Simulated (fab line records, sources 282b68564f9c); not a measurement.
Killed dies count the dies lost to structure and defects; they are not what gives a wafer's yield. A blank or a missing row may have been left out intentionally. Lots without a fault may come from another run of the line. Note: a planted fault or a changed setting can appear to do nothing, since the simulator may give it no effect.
A lot that was struck, set against a sound lot | flow rit-cmos | 15 out of 202 route steps
Sound: these wafers, L493.2, L493.4, L493.6. Wafers struck: L500.2, L500.5, L500.6. At the end, the cause is stated.
Per side, at each step with rows, come the tool, then ch with its chambers, and then its first start. Under that, the readings that differ: sound wafers | struck wafers | difference of the means | sigmas: that difference in standard deviations of wafers without a fault.
alike: same words and numbers on both sides, and readings whose means sit less than 2 such deviations apart. not compared: any withheld reading, any reading some wafer has no value for, any bound like >300 that may hide the same value, and any number with overlapping values for which the record gives no deviation.
A row with sigmas, a row that says differs or no value, or rows on one side alone: a step with any of these is where the two part. Non-overlapping numbers with no deviation appear without sigmas and do not part them. A reading that every wafer of one side lacks parts them only if that side has two wafers or more.

RIT_M1_RS_MEAS_01: measurement is done with a four-point probe.
  sound: film-metro-01 at day 3 21:35; struck: film-metro-03 at day 5 19:20
  alike: M1_AL_RS
RIT_M1_THK_MEAS_02: measures by xrf.
  sound: film-metro-01 at day 3 21:42; struck: film-metro-03 at day 5 19:26
  alike: M1_AL_THK
then, 6 steps without rows for these wafers: RIT_M1_HMDS_03 (prime time 60 s); RIT_M1_COAT_04 (resist thk 1300 nm); RIT_M1_SOFTBAKE_05 (time 60 s); RIT_M1_EXPOSE_06 (exposes mask M12, target cd 2600 nm); RIT_M1_PEB_07; RIT_M1_DEVELOP_08 (develop time 68 s).
RIT_M1_CD_MEAS_09: target cd 2600 nm.
  sound: cd-sem-01 at day 3 22:39; struck: cd-sem-02 at day 5 20:23
  alike: cd-nm
RIT_M1_OVL_MEAS_10:
  sound: overlay-01 at day 3 22:45; struck: overlay-01 at day 5 20:30
  alike: M1_OVL
then, 1 step without rows for these wafers: RIT_M1_HARDBAKE_11 (time 120 s).
RIT_M1_METAL_ETCH_12: etches Al in Cl2/BCl3, stops on SiO2, time 165 s, target depth 600 nm.
  sound on rie-metal-02 ch 0,1, day 3 23:02; struck on rie-metal-03 ch 0,1, day 5 20:47
  reading               | sound             | struck            | difference | sigmas
  oes-product-au (a.u.) | 0.791 0.793 0.788 | 0.767 0.764 0.763 | -0.026     | -2
  alike: drypump-motor-current-A, throttle-valve-pct
  not compared: rf-hours-counter-h
RIT_M1_STRIP_13: strips in nmp, time 600 s.
  sound on wet-bench-02 ch 2, day 3 23:12; struck on wet-bench-02 ch 3, day 5 20:56
  reading          | sound       | struck      | difference | sigmas
  run-length-s (s) | 635 635 635 | 566 566 566 | -69        | -16
RIT_M1_STRIP_14: strips in O2, time 180 s.
  sound on plasma-asher-04 ch 0,1, day 3 23:35; struck on plasma-asher-01 ch 0,1, day 5 21:08
  alike: drypump-motor-current-A, rf-refl-power-W, run-length-s
  not compared: rf-hours-counter-h
RIT_M1_PROBE_99:
  sound: prober-01 at day 4 01:32; struck: prober-02 at day 5 23:06
  alike: killed-at-contacts, killed-at-front-end, killed-dies, killed-on-rim, killed-open, killed-short

## WHERE THEY PART
At RIT_M1_METAL_ETCH_12 first; at RIT_M1_STRIP_13 last (within this record only). Later steps at which nothing parts them and some readings are alike: RIT_M1_STRIP_14, RIT_M1_PROBE_99.

WHY: whatever the simulator had introduced
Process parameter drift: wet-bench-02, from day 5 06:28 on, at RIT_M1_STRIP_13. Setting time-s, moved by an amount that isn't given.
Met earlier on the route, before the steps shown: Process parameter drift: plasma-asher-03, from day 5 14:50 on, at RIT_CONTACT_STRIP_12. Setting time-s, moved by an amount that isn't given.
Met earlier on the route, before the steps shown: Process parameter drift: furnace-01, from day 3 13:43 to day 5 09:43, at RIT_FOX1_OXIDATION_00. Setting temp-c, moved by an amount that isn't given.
